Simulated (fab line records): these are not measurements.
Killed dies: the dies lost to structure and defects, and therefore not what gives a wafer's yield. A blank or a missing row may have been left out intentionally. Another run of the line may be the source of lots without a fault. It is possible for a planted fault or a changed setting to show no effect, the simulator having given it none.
Which tool did it? ; flow ritCmos ; 14 lots with 42 wafers sampled at 2 steps, on a route of 202 steps

## WHAT EACH GAUGE READ, for each wafer
RIT_NWELL_TW_MEAS_10. Usual: NWELL_TW typically reads 2151, with standard deviation 15.
lot;measured;on;NWELL_TW;flag
L552;day 2 01:59;filmMetro-04;2121 2138 2122;
L553;day 2 08:26;filmMetro-02;2163 2161 2180;
L555;day 2 18:05;filmMetro-04;2136 2135 2129;
L556;day 2 22:36;filmMetro-02;2172 2169 2163;
L559;day 3 13:34;filmMetro-04;2138 2145 2135;
L560;day 3 20:11;filmMetro-02;2148 2158 2140;
L562;day 4 04:24;filmMetro-04;2149 2141 2145;
L564;day 4 14:49;filmMetro-04;2137 2138 2147;
L565;day 4 18:52;filmMetro-04;2075 2082 2092 2079 2086 2087;OFF
L566;day 5 00:13;filmMetro-02;2109 2095 2109;OFF
L567;day 5 04:55;filmMetro-04;2148 2137 2137;
L570;day 5 19:44;filmMetro-04;2123 2127 2127;
L573;day 6 14:49;filmMetro-02;2160 2148 2154;
L574;day 6 18:34;filmMetro-03;2157 2149 2158;

## WHICH TOOL RAN EACH LOT (tool, then ch and the chambers of the sampled wafers, then the start)
lot;RIT_NWELL_DEVELOP_05
L552;lithoTrack-01 ch 0, day 2 01:00
L553;lithoTrack-02 ch 0, day 2 07:00
L555;lithoTrack-03 ch 0, day 2 17:00
L556;lithoTrack-02 ch 0, day 2 21:00
L559;lithoTrack-01 ch 0, day 3 12:00
L560;lithoTrack-01 ch 0, day 3 19:00
L562;lithoTrack-02 ch 0, day 4 03:00
L564;lithoTrack-01 ch 0, day 4 14:00
L565;lithoTrack-02 ch 0, day 4 18:00
L566;lithoTrack-02 ch 0, day 4 23:00
L567;lithoTrack-03 ch 0, day 5 04:00
L570;lithoTrack-03 ch 0, day 5 18:00
L573;lithoTrack-01 ch 0, day 6 14:00
L574;lithoTrack-03 ch 0, day 6 17:00
- RIT_NWELL_DEVELOP_05: develop time 68 s.

## WHAT THE TOOLS THEMSELVES READ (means of the sampled wafers that have a number; where no wafer has one, the mark that the record gives instead)
The record holds no such reading with a usual standard deviation.

## THE ANSWER, worked out from the rows above alone
Rule: a lot counts as off when the mean over its wafers that have a number is more than 3 standard deviations away from the usual mean. A lot without any number at a reading at which 4 lots or more have one is off too. Any other lot the step has rows for is counted as sound. First the gauges in route order, then the tools' own readings, where a lot's mean is used as printed above. The first step at which some lot is off is used, and at that step the reading that is off furthest; a lot without a number counts as furthest.
Off: L565, L566, seen at RIT_NWELL_TW_MEAS_10 (NWELL_TW).
A tool fits if, at a process step before that reading, it ran every lot that is off, and no sound lot after the first of them. Gauges at RIT_NWELL_TW_MEAS_10: tried the same way as those tools. One fits: RIT_NWELL_DEVELOP_05 on lithoTrack-02. Its last sound lot is L562 (day 4 03:00), its first lot that is off L565 (day 4 18:00): a fault that began between those two fits.

## WHAT THE SIMULATOR HAD INSERTED
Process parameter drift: lithoTrack-02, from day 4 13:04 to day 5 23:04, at RIT_NWELL_DEVELOP_05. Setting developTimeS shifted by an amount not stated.
Shown lots that were struck: L565, L566. The same result came from the rule above.
